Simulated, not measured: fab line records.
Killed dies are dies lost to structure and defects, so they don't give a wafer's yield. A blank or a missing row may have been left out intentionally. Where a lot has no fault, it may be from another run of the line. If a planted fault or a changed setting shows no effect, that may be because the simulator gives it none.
fab line records -- flow rit_cmos -- part 1 of 2: steps 1 to 35 of 37
record lots=5, wafers=23
route steps=202 shown ACTIVE@7 NWELL@29 PWELL@47 WELLDRIVE@50 NRETRO@61 PRETRO@65 GATE@84 PLDD@115 SPACER@125 NSD@133 M1@202
start_h: hours from the record's opening day to when the first of the lot's shown wafers began -- wait_h: hours from the lot's prior step to this one -- " the same as in the row above -- L1.1+2: a single row standing in for several wafers -- - no value, or no start given -- * or withheld: withheld -- < > ~ a bound
route shown NAME@n: a module of which the file shows steps, and the number in the route of the first -- usual: mean/standard deviation taken from wafers without a fault -- same: alike in all rows -- chamber/n: place in a boat -- sites: each site's reading -- _std_site: how widely they spread, as a standard deviation -- _edge_site: mean of outer sites minus mean of inner sites -- radius_mm: how far each site lies from the wafer's centre -- mask NAME#n: copy n -- behind: the tool/chamber that last shaped the wafer -- hold: why the lot went on hold/how many hours it stayed there/how the hold came to an end -- device: which transistor (n, p or np) failed to switch -- end of line: the same wafers' tests at the end of the route -- step lacking rows: just its recipe -- killed: dies lost to structure and defects at the first sort, not the wafer's yield -- map: per-die view of a wafer (x killed, . not killed, _ where there is no die)
set.NAME: the setting the step ran with; set.NAME@STEP: the setting that earlier step ran with -- model.NAME: the simulator's own value behind a step, which no gauge read
lots where settings were altered on purpose, with a table for each step and a row for each wafer
## steps
# step RIT_ACTIVE_COAT_06
# recipe resist=NOVOLAK, spin_rpm=3250, resist_thk_nm=1000
lot.wafer,tool,chamber,start_h,wait_h,set.spin_rpm,model.NOVOLAK_of_ACTIVE_COAT_06.thk_nm
L077.2,litho_track-04,0,30.14,0.1,3250,1004
L077.3+6,litho_track-04,0,30.14,0.1,3250,1005
L077.4,litho_track-04,0,30.14,0.1,3250,1003
L077.5,litho_track-04,0,30.14,0.1,3250,1006
L079.1,litho_track-02,0,39.54,0.1,3250,992
L079.3,litho_track-02,0,39.54,0.1,3250,998
L079.4,litho_track-02,0,39.54,0.1,3119,1021
L079.5,litho_track-02,0,39.54,0.1,3119,1022
L079.6,litho_track-02,0,39.54,0.1,3119,1020
L082.1,litho_track-02,0,53.74,0.1,3179,1014
L082.3,litho_track-02,0,53.74,0.1,3250,1005
L082.4,litho_track-02,0,53.74,0.1,3250,1003
L082.5,litho_track-02,0,53.74,0.1,3250,1002
L082.6,litho_track-02,0,53.74,0.1,3179,1012
L083.4,litho_track-03,0,58.83,0.1,3250,999.7
L083.5,litho_track-03,0,58.83,0.1,3250,999.3
L083.6,litho_track-03,0,58.83,0.1,3250,1003
L084.2,litho_track-03,0,64.57,0.1,3250,995.2
L084.3,litho_track-03,0,64.57,0.1,3250,995.1
L084.4,litho_track-03,0,64.57,0.1,3344,982
L084.5,litho_track-03,0,64.57,0.1,3250,1000
L084.6,litho_track-03,0,64.57,0.1,3344,983
# step RIT_ACTIVE_SOFTBAKE_07
# recipe resist=NOVOLAK, temp_c=90, time_s=60
lot.wafer,tool,chamber,start_h,wait_h,set.time_s
L077.2+3+4+5+6,litho_track-04,0,30.29,0.1,60
L079.1+5+6,litho_track-02,0,39.69,0.1,63.65
L079.3+4,litho_track-02,0,39.69,0.1,60
L082.1+5,litho_track-02,0,53.89,0.1,60
L082.3+4+6,litho_track-02,0,53.89,0.1,56.59
L083.4+5+6,litho_track-03,0,58.98,0.1,60
L084.2+3+4+5+6,litho_track-03,0,64.72,0.1,60
# step RIT_ACTIVE_EXPOSE_08
# recipe mask_id=M1, na=0.6, source_shape=conventional, sigma_outer=0.6, target_cd_nm=1400, dose_mj=225
# step RIT_ACTIVE_PEB_09
# recipe resist=NOVOLAK, temp_c=withheld, time_s=withheld
# step RIT_ACTIVE_DEVELOP_10
# recipe resist=NOVOLAK, develop_time_s=50, dev_temp_c=23
# step RIT_ACTIVE_HARDBAKE_12
# recipe resist=NOVOLAK, temp_c=140, time_s=60
lot.wafer,tool,chamber,start_h,wait_h,set.spin_rpm@ACTIVE_COAT_06,model.NOVOLAK_of_ACTIVE_COAT_06.thk_nm
L077.2,litho_track-02,0,31.08,0.1,3250,886.9
L077.3,litho_track-02,0,31.08,0.1,3250,887.7
L077.4,litho_track-02,0,31.08,0.1,3250,886.6
L077.5,litho_track-02,0,31.08,0.1,3250,888.9
L077.6,litho_track-02,0,31.08,0.1,3250,888.5
L079.1,litho_track-04,0,40.56,0.2,3250,876.8
L079.3,litho_track-04,0,40.56,0.2,3250,882
L079.4,litho_track-04,0,40.56,0.2,3119,901.9
L079.5,litho_track-04,0,40.56,0.2,3119,902.6
L079.6,litho_track-04,0,40.56,0.2,3119,901
L082.1,litho_track-03,0,54.56,0.1,3179,895.7
L082.3,litho_track-03,0,54.56,0.1,3250,887.8
L082.4,litho_track-03,0,54.56,0.1,3250,886.6
L082.5,litho_track-03,0,54.56,0.1,3250,885.8
L082.6,litho_track-03,0,54.56,0.1,3179,894
L083.4,litho_track-04,0,59.77,0.1,3250,883.5
L083.5,litho_track-04,0,59.77,0.1,3250,883.2
L083.6,litho_track-04,0,59.77,0.1,3250,886.7
L084.2,litho_track-04,0,65.51,0.1,3250,879.5
L084.3,litho_track-04,0,65.51,0.1,3250,879.4
L084.4,litho_track-04,0,65.51,0.1,3344,868
L084.5,litho_track-04,0,65.51,0.1,3250,884.2
L084.6,litho_track-04,0,65.51,0.1,3344,868.9
# step RIT_NWELL_COAT_01
# recipe resist=NOVOLAK, spin_rpm=2000, resist_thk_nm=1300
lot.wafer,tool,chamber,start_h,wait_h,set.resist_thk_nm,model.NOVOLAK_of_NWELL_COAT_01.thk_nm
L077.2,litho_track-03,0,38.08,0.1,1300,1301
L077.3+4,litho_track-03,0,38.08,0.1,1270,1268
L077.5,litho_track-03,0,38.08,0.1,1300,1299
L077.6,litho_track-03,0,38.08,0.1,1270,1266
L079.1,litho_track-03,0,45.74,0.1,1345,1341
L079.3,litho_track-03,0,45.74,0.1,1345,1340
L079.4,litho_track-03,0,45.74,0.1,1300,1296
L079.5,litho_track-03,0,45.74,0.1,1345,1338
L079.6,litho_track-03,0,45.74,0.1,1300,1294
L082.1,litho_track-01,0,59.79,0.1,1300,1302
L082.3+5+6,litho_track-01,0,59.79,0.1,1300,1301
L082.4,litho_track-01,0,59.79,0.1,1300,1299
L083.4+6,litho_track-03,0,67.47,0.1,1300,1296
L083.5,litho_track-03,0,67.47,0.1,1300,1299
L084.2,litho_track-02,0,74.53,0.1,1300,1302
L084.3+6,litho_track-02,0,74.53,0.1,1300,1299
L084.4,litho_track-02,0,74.53,0.1,1300,1298
L084.5,litho_track-02,0,74.53,0.1,1300,1300
# step RIT_NWELL_SOFTBAKE_02
# recipe resist=NOVOLAK, temp_c=90, time_s=60
# step RIT_NWELL_EXPOSE_03
# recipe mask_id=M2, na=0.57, target_cd_nm=43900, dose_mj=250
# step RIT_NWELL_DEVELOP_05
# recipe resist=NOVOLAK, develop_time_s=68, dev_temp_c=23
# step RIT_NWELL_HARDBAKE_07
# recipe resist=NOVOLAK, temp_c=140, time_s=120
lot.wafer,tool,chamber,start_h,wait_h,set.resist_thk_nm@NWELL_COAT_01,model.NOVOLAK_of_NWELL_COAT_01.thk_nm
L077.2,litho_track-02,0,38.87,0.1,1300,1138
L077.3,litho_track-02,0,38.87,0.1,1270,1110
L077.4,litho_track-02,0,38.87,0.1,1270,1109
L077.5,litho_track-02,0,38.87,0.1,1300,1136
L077.6,litho_track-02,0,38.87,0.1,1270,1108
L079.1,litho_track-02,0,46.51,0.0,1345,1172
L079.3,litho_track-02,0,46.51,0.0,1345,1171
L079.4,litho_track-02,0,46.51,0.0,1300,1133
L079.5,litho_track-02,0,46.51,0.0,1345,1170
L079.6,litho_track-02,0,46.51,0.0,1300,1131
L082.1,litho_track-02,0,60.56,0.0,1300,1139
L082.3+5,litho_track-02,0,60.56,0.0,1300,1138
L082.4,litho_track-02,0,60.56,0.0,1300,1136
L082.6,litho_track-02,0,60.56,0.0,1300,1137
L083.4,litho_track-02,0,68.29,0.1,1300,1134
L083.5,litho_track-02,0,68.29,0.1,1300,1136
L083.6,litho_track-02,0,68.29,0.1,1300,1133
L084.2,litho_track-03,0,75.44,0.1,1300,1139
L084.3+6,litho_track-03,0,75.44,0.1,1300,1136
L084.4,litho_track-03,0,75.44,0.1,1300,1135
L084.5,litho_track-03,0,75.44,0.1,1300,1137
# step RIT_NWELL_IMPLANT_08
# recipe species=P, energy_kev=170, dose_cm2=5e+13, tilt_deg=7
lot.wafer,tool,chamber,start_h,wait_h,set.energy_kev,model.implant.rp_nm,model.implant.drp_nm
L077.2+4+6,implanter-04,0,39.10,0.2,170,210,68.82
L077.3+5,implanter-04,0,39.10,0.2,164.5,203,67.18
L079.1+3+4+5+6,implanter-04,0,46.76,0.2,170,215.1,68.82
L082.1+3+4+5+6,implanter-04,0,60.81,0.2,170,208.7,68.82
L083.4+5+6,implanter-04,0,68.49,0.2,170,215.4,68.82
L084.2+5+6,implanter-04,0,75.68,0.2,170,215.3,68.82
L084.3+4,implanter-04,0,75.68,0.2,166.6,210.8,67.81
# step RIT_PWELL_IMPLANT_08
# recipe species=B, energy_kev=170, dose_cm2=7e+13, tilt_deg=7
lot.wafer,tool,chamber,start_h,wait_h,set.dose_cm2
L077.2+3+4+5+6,implanter-03,0,40.65,0.2,7e+13
L079.1+4+6,implanter-03,0,48.43,0.2,7e+13
L079.3+5,implanter-03,0,48.43,0.2,7.522e+13
L082.1+3+4,implanter-03,0,62.38,0.2,7e+13
L082.5+6,implanter-03,0,62.38,0.2,7.177e+13
L083.4+5+6,implanter-02,0,70.04,0.2,7e+13
L084.2+3+4,implanter-03,0,77.36,0.2,7e+13
L084.5+6,implanter-03,0,77.36,0.2,6.839e+13
# step RIT_PWELL_STRIP_09
# recipe chemistry=O2, time_s=180, resist=NOVOLAK, platen_temp_c=withheld, power_w=500, pressure_mtorr=4000, o2_flow_sccm=4000
# step RIT_PWELL_TW_MEAS_10
# usual PWELL_TW=948/10
lot.wafer,tool,chamber,start_h,wait_h,set.dose_cm2@PWELL_IMPLANT_08,PWELL_TW
L077.2,film_metro-02,-,40.96,0.1,7e+13,939
L077.3,film_metro-02,-,40.96,0.1,7e+13,934
L077.4,film_metro-02,-,40.96,0.1,7e+13,938
L077.5,film_metro-02,-,40.96,0.1,7e+13,938
L077.6,film_metro-02,-,40.96,0.1,7e+13,932
L079.1,film_metro-02,-,48.76,0.1,7e+13,940
L079.3,film_metro-02,-,48.76,0.1,7.522e+13,960
L079.4,film_metro-02,-,48.76,0.1,7e+13,940
L079.5,film_metro-02,-,48.76,0.1,7.522e+13,963
L079.6,film_metro-02,-,48.76,0.1,7e+13,934
L082.1,film_metro-02,-,62.70,0.1,7e+13,942
L082.3,film_metro-02,-,62.70,0.1,7e+13,944
L082.4,film_metro-02,-,62.70,0.1,7e+13,937
L082.5,film_metro-02,-,62.70,0.1,7.177e+13,949
L082.6,film_metro-02,-,62.70,0.1,7.177e+13,947
L083.4,film_metro-01,-,70.32,0.1,7e+13,954
L083.5,film_metro-01,-,70.32,0.1,7e+13,950
L083.6,film_metro-01,-,70.32,0.1,7e+13,954
L084.2,film_metro-02,-,77.67,0.1,7e+13,938
L084.3,film_metro-02,-,77.67,0.1,7e+13,936
L084.4,film_metro-02,-,77.67,0.1,7e+13,940
L084.5,film_metro-02,-,77.67,0.1,6.839e+13,932
L084.6,film_metro-02,-,77.67,0.1,6.839e+13,929
# step RIT_WELLDRIVE_ANNEAL_00
# recipe temp_c=1100, time_s=14700, ambient=N2
# step RIT_WELLDRIVE_RS_MEAS_02
# recipe thk_meas_gauge=four-point-probe
# usual PWELL_RS=429.9/1
lot.wafer,tool,chamber,start_h,wait_h,set.dose_cm2@PWELL_IMPLANT_08,PWELL_RS[ohm/sq]
L077.2,film_metro-02,-,46.25,0.1,7e+13,428.5
L077.3,film_metro-02,-,46.25,0.1,7e+13,428.9
L077.4,film_metro-02,-,46.25,0.1,7e+13,428.9
L077.5,film_metro-02,-,46.25,0.1,7e+13,429.2
L077.6,film_metro-02,-,46.25,0.1,7e+13,429.2
L079.1,film_metro-02,-,54.92,0.1,7e+13,431.4
L079.3,film_metro-02,-,54.92,0.1,7.522e+13,412.2
L079.4,film_metro-02,-,54.92,0.1,7e+13,430.8
L079.5,film_metro-02,-,54.92,0.1,7.522e+13,410.8
L079.6,film_metro-02,-,54.92,0.1,7e+13,430.1
L082.1,film_metro-03,-,69.41,0.1,7e+13,431.0
L082.3,film_metro-03,-,69.41,0.1,7e+13,430.5
L082.4,film_metro-03,-,69.41,0.1,7e+13,430.6
L082.5,film_metro-03,-,69.41,0.1,7.177e+13,423.8
L082.6,film_metro-03,-,69.41,0.1,7.177e+13,423.5
L083.4,film_metro-01,-,75.86,0.1,7e+13,428.9
L083.5,film_metro-01,-,75.86,0.1,7e+13,430.5
L083.6,film_metro-01,-,75.86,0.1,7e+13,429.6
L084.2,film_metro-03,-,82.94,0.1,7e+13,430.5
L084.3,film_metro-03,-,82.94,0.1,7e+13,431.7
L084.4,film_metro-03,-,82.94,0.1,7e+13,432.1
L084.5,film_metro-03,-,82.94,0.1,6.839e+13,437.1
L084.6,film_metro-03,-,82.94,0.1,6.839e+13,436.6
# step RIT_NRETRO_IMPLANT_08
# recipe species=P, energy_kev=70, dose_cm2=1e+13, tilt_deg=7
lot.wafer,tool,chamber,start_h,wait_h,set.energy_kev,model.implant.rp_nm,model.implant.drp_nm
L077.2+3,implanter-02,0,47.81,0.2,72.43,86.71,34.93
L077.4+5+6,implanter-02,0,47.81,0.2,70,83.72,33.94
L079.1+3+4,implanter-01,0,56.33,0.2,70,83.4,33.94
L079.5+6,implanter-01,0,56.33,0.2,73.18,87.3,35.23
L082.1+4,implanter-04,0,70.70,0.2,67.24,81.91,32.79
L082.3+5+6,implanter-04,0,70.70,0.2,70,85.37,33.94
L083.4+5+6,implanter-02,0,77.28,0.2,70,88.04,33.94
L084.2+4+6,implanter-04,0,84.23,0.2,70,82.45,33.94
L084.3+5,implanter-04,0,84.23,0.2,73.44,86.61,35.33
# step RIT_PRETRO_COAT_01
# recipe resist=NOVOLAK, spin_rpm=2000, resist_thk_nm=1300
lot.wafer,tool,chamber,start_h,wait_h,set.spin_rpm,model.NOVOLAK_of_PRETRO_COAT_01.thk_nm
L077.2,litho_track-04,0,48.34,0.1,1868,1343
L077.3+6,litho_track-04,0,48.34,0.1,2000,1302
L077.4,litho_track-04,0,48.34,0.1,1868,1345
L077.5,litho_track-04,0,48.34,0.1,1868,1346
L079.1,litho_track-04,0,56.87,0.1,2000,1305
L079.3,litho_track-04,0,56.87,0.1,1891,1341
L079.4,litho_track-04,0,56.87,0.1,1891,1339
L079.5,litho_track-04,0,56.87,0.1,2000,1307
L079.6,litho_track-04,0,56.87,0.1,1891,1338
L082.1,litho_track-04,0,71.23,0.1,2000,1296
L082.3+6,litho_track-04,0,71.23,0.1,2000,1297
L082.4,litho_track-04,0,71.23,0.1,2000,1295
L082.5,litho_track-04,0,71.23,0.1,2000,1300
L083.4,litho_track-02,0,77.82,0.1,2000,1294
L083.5,litho_track-02,0,77.82,0.1,2000,1297
L083.6,litho_track-02,0,77.82,0.1,2000,1301
L084.2+6,litho_track-04,0,84.77,0.1,2000,1301
L084.3,litho_track-04,0,84.77,0.1,2000,1305
L084.4,litho_track-04,0,84.77,0.1,2000,1300
L084.5,litho_track-04,0,84.77,0.1,2000,1303
# step RIT_PRETRO_SOFTBAKE_02
# recipe resist=NOVOLAK, temp_c=90, time_s=60
# step RIT_PRETRO_EXPOSE_03
# recipe mask_id=M5, na=0.57, target_cd_nm=43700, dose_mj=250
# step RIT_PRETRO_DEVELOP_05
# recipe resist=NOVOLAK, develop_time_s=68, dev_temp_c=23
# step RIT_PRETRO_HARDBAKE_07
# recipe resist=NOVOLAK, temp_c=140, time_s=120
lot.wafer,tool,chamber,start_h,wait_h,set.spin_rpm@PRETRO_COAT_01,model.NOVOLAK_of_PRETRO_COAT_01.thk_nm
L077.2,litho_track-04,0,49.25,0.1,1868,1174
L077.3,litho_track-04,0,49.25,0.1,2000,1139
L077.4+5,litho_track-04,0,49.25,0.1,1868,1176
L077.6,litho_track-04,0,49.25,0.1,2000,1138
L079.1,litho_track-02,0,57.70,0.1,2000,1141
L079.3,litho_track-02,0,57.70,0.1,1891,1172
L079.4,litho_track-02,0,57.70,0.1,1891,1171
L079.5,litho_track-02,0,57.70,0.1,2000,1143
L079.6,litho_track-02,0,57.70,0.1,1891,1170
L082.1,litho_track-04,0,72.00,0.0,2000,1133
L082.3,litho_track-04,0,72.00,0.0,2000,1134
L082.4,litho_track-04,0,72.00,0.0,2000,1132
L082.5,litho_track-04,0,72.00,0.0,2000,1137
L082.6,litho_track-04,0,72.00,0.0,2000,1135
L083.4,litho_track-03,0,78.66,0.2,2000,1132
L083.5,litho_track-03,0,78.66,0.2,2000,1135
L083.6,litho_track-03,0,78.66,0.2,2000,1138
L084.2+4,litho_track-02,0,85.55,0.1,2000,1137
L084.3,litho_track-02,0,85.55,0.1,2000,1141
L084.5,litho_track-02,0,85.55,0.1,2000,1140
L084.6,litho_track-02,0,85.55,0.1,2000,1138
# step RIT_GATE_CVD_08
# recipe material=poly-Si, target_thk_nm=250, temp_c=610, precursor=SiH4, time_s=2220, pressure_mtorr=300, sih4_flow_sccm=100
lot.wafer,tool,chamber,start_h,wait_h,set.pressure_mtorr,model.poly-Si_of_GATE_CVD_08.thk_nm
L077.2,-,-,-,0.0,321.5,256.9
L077.3,-,-,-,0.0,321.5,258.3
L077.4,-,-,-,0.0,321.5,259.7
L077.5,-,-,-,0.0,321.5,256.4
L077.6,-,-,-,0.0,321.5,258.5
L079.1,-,-,-,0.1,339.4,265.5
L079.3,-,-,-,0.1,339.4,264.3
L079.4,-,-,-,0.1,339.4,266.4
L079.5,-,-,-,0.1,339.4,265.7
L079.6,-,-,-,0.1,339.4,268
L082.1,-,-,-,0.1,317.7,258.1
L082.3,-,-,-,0.1,317.7,260.2
L082.4+6,-,-,-,0.1,317.7,259.9
L082.5,-,-,-,0.1,317.7,256.8
L083.4,lpcvd-01,1,84.14,1.2,300,245.5
L083.5,lpcvd-01,1,84.14,1.2,300,246.3
L083.6,lpcvd-01,1,84.14,1.2,300,248.1
L084.2+4,-,-,-,0.0,335,261.6
L084.3,-,-,-,0.0,335,263.8
L084.5,-,-,-,0.0,335,263
L084.6,-,-,-,0.0,335,261.2
# step RIT_GATE_DEVELOP_15
# recipe resist=NOVOLAK, develop_time_s=50, dev_temp_c=23
lot.wafer,tool,chamber,start_h,wait_h,set.dev_temp_c
L077.2+3+4,litho_track-01,0,-,-,20.79
L077.5+6,litho_track-01,0,-,-,23
L079.1+3,litho_track-01,0,-,-,23
L079.4+5+6,litho_track-01,0,-,-,21.67
L082.1+3+4+5+6,litho_track-02,0,-,-,23
L083.4+5+6,litho_track-01,0,-,-,23
L084.2+3+6,litho_track-02,0,-,-,25.48
L084.4+5,litho_track-02,0,-,-,23
# step RIT_PLDD_COAT_01
# recipe resist=NOVOLAK, spin_rpm=3250, resist_thk_nm=1000
lot.wafer,tool,chamber,start_h,wait_h,set.resist_thk_nm,model.NOVOLAK_of_PLDD_COAT_01.thk_nm
L077.2,litho_track-02,0,61.44,0.1,1056,1056
L077.3,litho_track-02,0,61.44,0.1,1000,1000
L077.4,litho_track-02,0,61.44,0.1,1000,999.6
L077.5,litho_track-02,0,61.44,0.1,1000,999.4
L077.6,litho_track-02,0,61.44,0.1,1056,1053
L079.1,litho_track-01,0,70.49,0.1,953.7,952.3
L079.3,litho_track-01,0,70.49,0.1,953.7,955.3
L079.4,litho_track-01,0,70.49,0.1,1000,1000
L079.5,litho_track-01,0,70.49,0.1,1000,998.8
L079.6,litho_track-01,0,70.49,0.1,953.7,952.4
L082.1+3,litho_track-01,0,84.89,0.1,1000,1002
L082.4+5,litho_track-01,0,84.89,0.1,1000,1001
L082.6,litho_track-01,0,84.89,0.1,1000,998.8
L083.4,litho_track-02,0,93.34,0.1,1000,1000
L083.5,litho_track-02,0,93.34,0.1,1000,998.7
L083.6,litho_track-02,0,93.34,0.1,1000,999.8
L084.2,litho_track-04,0,97.22,0.1,1000,999.2
L084.3,litho_track-04,0,97.22,0.1,1000,999.8
L084.4,litho_track-04,0,97.22,0.1,1000,998.4
L084.5,litho_track-04,0,97.22,0.1,979.8,977.7
L084.6,litho_track-04,0,97.22,0.1,979.8,976.8
# step RIT_PLDD_SOFTBAKE_02
# recipe resist=NOVOLAK, temp_c=90, time_s=60
# step RIT_PLDD_EXPOSE_03
# recipe mask_id=M8, na=0.57, target_cd_nm=40900, dose_mj=250
# step RIT_PLDD_DEVELOP_05
# recipe resist=NOVOLAK, develop_time_s=50, dev_temp_c=23
# step RIT_PLDD_HARDBAKE_07
# recipe resist=NOVOLAK, temp_c=140, time_s=60
lot.wafer,tool,chamber,start_h,wait_h,set.resist_thk_nm@PLDD_COAT_01,model.NOVOLAK_of_PLDD_COAT_01.thk_nm
L077.2,litho_track-01,0,62.42,0.0,1056,932.8
L077.3,litho_track-01,0,62.42,0.0,1000,883.8
L077.4,litho_track-01,0,62.42,0.0,1000,883.5
L077.5,litho_track-01,0,62.42,0.0,1000,883.3
L077.6,litho_track-01,0,62.42,0.0,1056,930
L079.1+6,litho_track-02,0,71.23,0.0,953.7,842.1
L079.3,litho_track-02,0,71.23,0.0,953.7,844.7
L079.4,litho_track-02,0,71.23,0.0,1000,884.1
L079.5,litho_track-02,0,71.23,0.0,1000,882.7
L082.1,litho_track-01,0,85.63,0.0,1000,885.2
L082.3,litho_track-01,0,85.63,0.0,1000,885.8
L082.4,litho_track-01,0,85.63,0.0,1000,884.4
L082.5,litho_track-01,0,85.63,0.0,1000,885
L082.6,litho_track-01,0,85.63,0.0,1000,882.7
L083.4,litho_track-04,0,94.20,0.1,1000,884.2
L083.5,litho_track-04,0,94.20,0.1,1000,882.7
L083.6,litho_track-04,0,94.20,0.1,1000,883.5
L084.2,litho_track-02,0,98.03,0.1,1000,883.1
L084.3,litho_track-02,0,98.03,0.1,1000,883.5
L084.4,litho_track-02,0,98.03,0.1,1000,882.4
L084.5,litho_track-02,0,98.03,0.1,979.8,864.2
L084.6,litho_track-02,0,98.03,0.1,979.8,863.4
# step RIT_PLDD_STRIP_09
# recipe chemistry=O2, time_s=180, resist=NOVOLAK, platen_temp_c=withheld, power_w=500, pressure_mtorr=4000, o2_flow_sccm=4000
lot.wafer,tool,chamber,start_h,wait_h,set.o2_flow_sccm
L077.2+3+4+5+6,plasma_asher-02,"0,0,1,1,0",62.69,0.1,4000
L079.1+5,plasma_asher-01,"0,1",71.53,0.1,3708
L079.3+4+6,plasma_asher-01,"1,0,0",71.53,0.1,4000
L082.1+6,plasma_asher-02,1,85.93,0.1,4000
L082.3+4+5,plasma_asher-02,"1,0,0",85.93,0.1,4542
L083.4+5+6,plasma_asher-03,"1,0,1",94.48,0.1,4000
L084.2+4,plasma_asher-01,"0,1",98.30,0.1,4000
L084.3+5+6,plasma_asher-01,"0,1,0",98.30,0.1,3463
# step RIT_SPACER_CLEAN_00
# recipe chemistry=SC1, mix=3:3:50, time_s=600, temp_c=75
# step RIT_SPACER_CVD_03
# recipe material=Si3N4, target_thk_nm=250, temp_c=810, precursor=SiH2Cl2/NH3, time_s=3300, pressure_mtorr=300, sih2cl2_flow_sccm=60, nh3_flow_sccm=150
# step RIT_SPACER_ETCHBACK_05
# recipe target_depth_a=2500, SF6_flow_sccm=30, CHF3_flow_sccm=30, target=Si3N4, chemistry=SF6/CHF3, pressure_mtorr=40, rf_w=250, time_s=240, stop_on=SiO2
lot.wafer,tool,chamber,start_h,wait_h,set.pressure_mtorr@GATE_CVD_08,model.poly-Si_of_GATE_CVD_08.thk_nm
L077.2,rie_diel-03,2,65.30,0.0,321.5,176.7
L077.3,rie_diel-03,0,65.30,0.0,321.5,174.9
L077.4,rie_diel-03,1,65.30,0.0,321.5,176.5
L077.5,rie_diel-03,0,65.30,0.0,321.5,172.7
L077.6,rie_diel-03,3,65.30,0.0,321.5,175.6
L079.1,rie_diel-02,3,74.84,0.1,339.4,183.7
L079.3,rie_diel-02,1,74.84,0.1,339.4,182.4
L079.4,rie_diel-02,0,74.84,0.1,339.4,185.8
L079.5,rie_diel-02,3,74.84,0.1,339.4,184.1
L079.6,rie_diel-02,2,74.84,0.1,339.4,185.9
L082.1,rie_diel-03,0,89.50,0.1,317.7,174.2
L082.3+4,rie_diel-03,"1,3",89.50,0.1,317.7,176.8
L082.5,rie_diel-03,0,89.50,0.1,317.7,172.4
L082.6,rie_diel-03,1,89.50,0.1,317.7,176.7
L083.4,rie_diel-02,1,97.00,0.0,300,163.7
L083.5,rie_diel-02,0,97.00,0.0,300,165.2
L083.6,rie_diel-02,3,97.00,0.0,300,166.5
L084.2,rie_diel-04,3,100.88,0.0,335,178
L084.3,rie_diel-04,0,100.88,0.0,335,182.4
L084.4,rie_diel-04,1,100.88,0.0,335,180.7
L084.5,rie_diel-04,1,100.88,0.0,335,181.7
L084.6,rie_diel-04,2,100.88,0.0,335,178.7
# step RIT_NSD_SOFTBAKE_02
# recipe resist=NOVOLAK, temp_c=90, time_s=60
lot.wafer,tool,chamber,start_h,wait_h,set.temp_c,model.NOVOLAK_of_NSD_COAT_01.thk_nm
L077.2,litho_track-03,0,65.78,0.1,90,998.5
L077.3,litho_track-03,0,65.78,0.1,91.9,992.5
L077.4,litho_track-03,0,65.78,0.1,91.9,995.7
L077.5,litho_track-03,0,65.78,0.1,90,1001
L077.6,litho_track-03,0,65.78,0.1,91.9,998.8
L079.1,litho_track-04,0,75.29,0.1,90,1000
L079.3,litho_track-04,0,75.29,0.1,92.43,994.6
L079.4,litho_track-04,0,75.29,0.1,92.43,994.4
L079.5,litho_track-04,0,75.29,0.1,92.43,992.9
L079.6,litho_track-04,0,75.29,0.1,90,1001
L082.1,litho_track-04,0,89.95,0.1,90,1008
L082.3+5,litho_track-04,0,89.95,0.1,90,1006
L082.4+6,litho_track-04,0,89.95,0.1,90,1007
L083.4,litho_track-03,0,97.53,0.1,90,1003
L083.5,litho_track-03,0,97.53,0.1,90,1006
L083.6,litho_track-03,0,97.53,0.1,90,1004
L084.2,litho_track-02,0,101.36,0.1,90,999.5
L084.3,litho_track-02,0,101.36,0.1,93.2,991.9
L084.4+6,litho_track-02,0,101.36,0.1,90,1001
L084.5,litho_track-02,0,101.36,0.1,93.2,991.8
## key
split step=RIT_ACTIVE_COAT_06, setting=spin_rpm, stated=3250, by=wafer
response step=RIT_ACTIVE_COAT_06, reading=model.NOVOLAK_of_ACTIVE_COAT_06.thk_nm, change=-5.62, per=1%, r=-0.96
response step=RIT_ACTIVE_HARDBAKE_12, reading=model.NOVOLAK_of_ACTIVE_COAT_06.thk_nm, change=-4.92, per=1%, r=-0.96
split step=RIT_ACTIVE_SOFTBAKE_07, setting=time_s, stated=60, by=wafer
response none clear
split step=RIT_NWELL_COAT_01, setting=resist_thk_nm, stated=1300, by=wafer
response step=RIT_NWELL_COAT_01, reading=model.NOVOLAK_of_NWELL_COAT_01.thk_nm, change=+13.3, per=1%, r=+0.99
response step=RIT_NWELL_HARDBAKE_07, reading=model.NOVOLAK_of_NWELL_COAT_01.thk_nm, change=+11.5, per=1%, r=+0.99
split step=RIT_NWELL_IMPLANT_08, setting=energy_kev, stated=170, by=wafer
response step=RIT_NWELL_IMPLANT_08, reading=model.implant.rp_nm, change=+2.17, per=1%, r=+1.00
response step=RIT_NWELL_IMPLANT_08, reading=model.implant.drp_nm, change=+0.509, per=1%, r=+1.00
split step=RIT_PWELL_IMPLANT_08, setting=dose_cm2, stated=7e+13, by=wafer
response step=RIT_PWELL_TW_MEAS_10, reading=PWELL_TW, change=+3.18, per=1%, r=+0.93
response step=RIT_WELLDRIVE_RS_MEAS_02, reading=PWELL_RS, change=-2.58, per=1%, r=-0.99
split step=RIT_NRETRO_IMPLANT_08, setting=energy_kev, stated=70, by=wafer
response step=RIT_NRETRO_IMPLANT_08, reading=model.implant.rp_nm, change=+0.859, per=1%, r=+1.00
response step=RIT_NRETRO_IMPLANT_08, reading=model.implant.drp_nm, change=+0.285, per=1%, r=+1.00
split step=RIT_PRETRO_COAT_01, setting=spin_rpm, stated=2000, by=wafer
response step=RIT_PRETRO_COAT_01, reading=model.NOVOLAK_of_PRETRO_COAT_01.thk_nm, change=-6.35, per=1%, r=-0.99
response step=RIT_PRETRO_HARDBAKE_07, reading=model.NOVOLAK_of_PRETRO_COAT_01.thk_nm, change=-5.47, per=1%, r=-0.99
split step=RIT_GATE_CVD_08, setting=pressure_mtorr, stated=300, by=lot
response step=RIT_GATE_CVD_08, reading=model.poly-Si_of_GATE_CVD_08.thk_nm, change=+1.3, per=1%, r=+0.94
response step=RIT_SPACER_ETCHBACK_05, reading=model.poly-Si_of_GATE_CVD_08.thk_nm, change=+1.35, per=1%, r=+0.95
split step=RIT_GATE_DEVELOP_15, setting=dev_temp_c, stated=23, by=wafer
response step=RIT_M1_PROBE_99, reading=model.etest.nmos_0p3.r_on_ohm_um, change=+10.8, per=1%, r=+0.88
response step=RIT_M1_PROBE_99, reading=model.etest.pmos_0p3.r_on_ohm_um, change=+36.6, per=1%, r=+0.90
response step=RIT_M1_PROBE_99, reading=model.etest.npoly_line.line_ohm_um, change=-2.55, per=1%, r=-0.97
split step=RIT_PLDD_COAT_01, setting=resist_thk_nm, stated=1000, by=wafer
response step=RIT_PLDD_COAT_01, reading=model.NOVOLAK_of_PLDD_COAT_01.thk_nm, change=+9.93, per=1%, r=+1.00
response step=RIT_PLDD_HARDBAKE_07, reading=model.NOVOLAK_of_PLDD_COAT_01.thk_nm, change=+8.69, per=1%, r=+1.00
split step=RIT_PLDD_STRIP_09, setting=o2_flow_sccm, stated=4000, by=wafer
response none clear
split step=RIT_NSD_SOFTBAKE_02, setting=temp_c, stated=90, by=wafer
response step=RIT_NSD_SOFTBAKE_02, reading=model.NOVOLAK_of_NSD_COAT_01.thk_nm, change=-2.33, per=1%, r=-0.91
split step=RIT_NSD_IMPLANT_08, setting=dose_cm2, stated=1e+15, by=wafer
response none in this file
